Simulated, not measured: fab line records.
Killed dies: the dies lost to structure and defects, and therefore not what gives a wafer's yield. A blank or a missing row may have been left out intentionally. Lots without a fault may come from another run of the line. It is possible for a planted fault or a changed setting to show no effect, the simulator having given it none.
Problem report in the 8D (eight disciplines) form, filled by code	flow berkeley-cmos170	the parts of the form that need people (team, actions taken, sign-off) are left out

1. THE PROBLEM
tube-center-temp-C at UCB170_WELLDRIVE_ANNEAL_03 reads a mean of 1150 C on 6 wafers of 2 lots; wafers without a fault read 1100 C with a standard deviation of 0.11. So: +99 or more standard deviations from the usual mean.
The step: time 900 s.
Earliest sighting: wafer L681.1 on furnace-02 at day 6 10:13. The record holds 42 wafers of 14 lots with a number at this step. By rule, "out" or "out of limits" means more than 4 standard deviations away from the usual mean. Any other wafer with a number is counted as sound.

2. WHAT IT IS; WHAT IT IS NOT
question	is	is not
which readings at this step	tube-center-temp-C, spike-tc-centre-C, spike-tc-load-C, spike-tc-source-C, tube_center_temp_C_max	zone-power-load-pct
which lots	L681, L683	L668, L669, L671, L672, L673, L675, L685, L686, L687, L688, L689, L690
which wafers of those lots	all that have a number	-
read on which tools	furnace-02	furnace-01, furnace-04
when	from day 6 10:13	up to then (18 sound wafers); but 18 sound wafers of L685, L686, L687, L688, L689, L690 came after

3. SUSPECTS, AND WHAT RULES EACH OUT
Counting: a tool stays on the suspect list if, at a process step up to the reading, it processed all lots that are out and no sound lot following the first of them.
- furnace-02 at UCB170_WELLDRIVE_ANNEAL_03 (time 900 s): kept. It ran every lot that is out, first L681 (day 6 10:13), and no sound lot after that; its last sound lot up to then is L669 (day 3 19:33). On those wafers its own readings are out: spike-tc-centre-C, spike-tc-load-C, spike-tc-source-C, tube-center-temp-C, tube_center_temp_C_max.
Remaining after the count: furnace-02 at UCB170_WELLDRIVE_ANNEAL_03.

4. THE CAUSE (what the simulator had put in)
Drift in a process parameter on furnace-02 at UCB170_WELLDRIVE_ANNEAL_03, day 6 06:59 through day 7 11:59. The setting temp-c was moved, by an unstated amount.
The count eliminated every tool but this one.

5. SEQUENCE OF EFFECTS, ordered by route
Rows list readings where the struck wafers' mean (over those with a number) sits beyond 3 standard deviations from the usual. Scope: only readings with a usual standard deviation given in the record; hours: median across lots of the time from each lot's start at the first step in this table that gives one to its start at this step; sigmas: change in usual standard deviations.
hours	step	reading	usual	on struck wafers	change	sigmas
0	UCB170_WELLDRIVE_ANNEAL_03	spike-tc-centre-C	1101.1 C	1151.5	+50.4	+46
0	UCB170_WELLDRIVE_ANNEAL_03	spike-tc-load-C	1133 C	1183	+50	+11
0	UCB170_WELLDRIVE_ANNEAL_03	spike-tc-source-C	1124.3 C	1175.2	+50.9	+46
0	UCB170_WELLDRIVE_ANNEAL_03	tube-center-temp-C	1100 C	1150	+50	+99 or more
0	UCB170_WELLDRIVE_ANNEAL_03	tube_center_temp_C_max	1102.8	1152.6	+49.8	+99 or more
The process steps in it:
- UCB170_WELLDRIVE_ANNEAL_03: time 900 s.
At these later measuring or inspecting steps, every struck wafer for which the step has a row has a number for every such reading, and none has moved that far: UCB170_PFIELD_OVL_MEAS_06, UCB170_PSD_OVL_MEAS_07, UCB170_V2_BOW_MEAS_03.

6. WHAT WOULD HAVE CAUGHT IT SOONER
3 hours passed between the start of the fault at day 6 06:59 and the first reading out of limits in this record, taken at day 6 10:13.
